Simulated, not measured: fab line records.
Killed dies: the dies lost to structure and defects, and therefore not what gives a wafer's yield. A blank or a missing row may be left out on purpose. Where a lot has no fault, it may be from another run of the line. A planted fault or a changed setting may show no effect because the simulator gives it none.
fab line records	flow berkeley_cmos170
record lots=5	wafers=23
route steps=331 shown M3@326
start_h: start of the lot's first displayed wafer, in hours after the record's first day	wait_h: hours from the lot's prior step to this one	" identical to the entry in the row above	L1.1+2: several wafers, shown together as one row	- value missing, or start not given	* or withheld: withheld	< > ~ a bound
route shown NAME@n: names a module that has steps shown in the file, with the first one's number in the route	usual: mean/standard deviation of fault-free wafers	same: alike in all rows	chamber/n: place in a boat	sites: per-site readings	_std_site: standard deviation of those values	_edge_site: mean of outer sites minus mean of inner sites	radius_mm: how far each site lies from the wafer's centre	mask NAME#n: copy n	behind: tool/chamber where the wafer was last shaped	hold: reason for holding the lot/hours on hold/outcome of the hold	device: the transistor (n, p or np) that didn't switch	end of line: tests of these same wafers at the route's end	step lacking rows: just its recipe	killed: not the wafer's yield, but the dies lost to structure and defects at the first sort	map: a wafer's dies, marking killed ones x, the rest . and places with no die _
set.NAME: the setting the step ran with; set.NAME@STEP: the setting that earlier step ran with	model.NAME: the simulator's own value behind a step, which no gauge read
lots whose settings were changed on purpose; a table a step, a row a wafer
## steps
# step UCB170_M3_ETCH_17
# recipe chemistry=N2/H2	target_depth_a=withheld	overetch_a=withheld	target=BARC	time_s=withheld	source_w=500	bias_w=100	pressure_mtorr=30	n2_flow_sccm=100	h2_flow_sccm=200
# usual oes_product_au=1.009/0.018
lot.wafer	tool	chamber	start_h	wait_h	set.source_w	oes_product_au
L074.1	rie_diel-04	2	146.81	0.0	500	0.994
L074.2	"	1	"	"	500	0.994
L074.4	"	3	"	"	546.9	1.030
L074.5	"	1	"	"	546.9	1.044
L074.6	"	0	"	"	546.9	1.070
L075.2	rie_diel-04	1	156.56	0.0	520.7	1.018
L075.3	"	2	"	"	500	0.992
L075.4	"	0	"	"	500	1.011
L075.5	"	1	"	"	500	1.005
L075.6	"	0	"	"	520.7	1.045
L077.1	rie_diel-02	1	172.24	0.0	500	1.046
L077.2	"	3	"	"	500	1.032
L077.3	"	0	"	"	445.6	0.956
L077.4	"	2	"	"	445.6	0.970
L077.6	"	1	"	"	445.6	0.977
L079.2	rie_diel-04	0	176.89	0.0	500	1.023
L079.3	"	2	"	"	500	1.006
L079.5	"	0	"	"	500	1.036
L084.1	rie_diel-04	1	203.33	0.0	500	0.988
L084.2	"	2	"	"	500	1.004
L084.3	"	0	"	"	500	1.014
L084.4	"	3	"	"	500	0.988
L084.5	"	3	"	"	500	0.984
# step UCB170_M3_METAL_ETCH_18
# recipe chemistry=Cl2/BCl3	target=Al	stop_on=SiO2	pressure_mtorr=12	target_depth_a=11700	over_etch_frac=0.3	time_s=189.5	icp_w=600	bias_w=120	Cl2_flow_sccm=90	bcl3_flow_sccm=45
# step UCB170_M3_STRIP_19
# recipe chemistry=O2	power_w=400	pressure_mtorr=3500	platen_temp_c=withheld	o2_flow_sccm=400	overash_fraction=0.5
# step UCB170_M3_PROBE_99
lot.wafer	tool	chamber	start_h	wait_h	set.resist_thk_nm@NWELL_COAT_07	set.dose_mj@GATE_EXPOSE_09	model.etest.npoly_line.width_nm	model.etest.ppoly_line.width_nm
L074.1+2	prober-01	-	147.38	0.1	900	21	-	-
L074.4+5	prober-01	-	147.53	0.2	952.9	19.92	-	-
L074.6	prober-01	-	147.63	0.2	952.9	21	-	-
L075.2	prober-02	-	157.20	0.1	900	21	322.3	321.6
L075.3	prober-02	-	157.25	0.2	900	21	319.1	320.3
L075.4	prober-02	-	157.30	0.2	924.9	21	321.5	318.9
L075.5	prober-02	-	157.35	0.2	924.9	20.48	324.2	323.9
L075.6	prober-02	-	157.40	0.2	924.9	20.48	325.2	324.4
L079.2	prober-01	-	177.51	0.1	900	21	322.3	322.9
L079.3	prober-01	-	177.56	0.2	900	21	322.4	321.9
L079.5	prober-01	-	177.66	0.2	900	21	322.2	322.6
L084.1	prober-01	-	203.90	0.1	900	20.16	331	329
L084.2	prober-01	-	203.95	0.1	861.9	21	325.8	324.5
L084.3	prober-01	-	204.00	0.2	861.9	21	324.1	321.1
L084.4	prober-01	-	204.05	0.2	900	20.16	332.4	332.2
L084.5	prober-01	-	204.10	0.2	900	20.16	331.5	330.7
# killed by level:class
L079.2 SACOX:geometric_particle:short=1 GATE:geometric_particle:short=1 SILICIDE:geometric_particle:open=1 V2:geometric_particle:short=1
L079.3 M2:geometric_particle:short=2 SCREENOX:geometric_particle:open=1 SILICIDE:geometric_particle:open=1 CONTACT:geometric_particle:short=1
L079.5 GATE:geometric_particle:open=2 GATE:geometric_particle:short=1
## key
split step=UCB170_M3_ETCH_17	setting=source_w	stated=500	by=wafer
response step=UCB170_M3_ETCH_17	reading=oes_product_au	change=+0.00627	per=1%	r=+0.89
split outside_this_file step=UCB170_NWELL_COAT_07 setting=resist_thk_nm
split outside_this_file step=UCB170_GATE_EXPOSE_09 setting=dose_mj
# split outside_this_file: this setting was split too, and the file shows its column; the key of that split is in another file
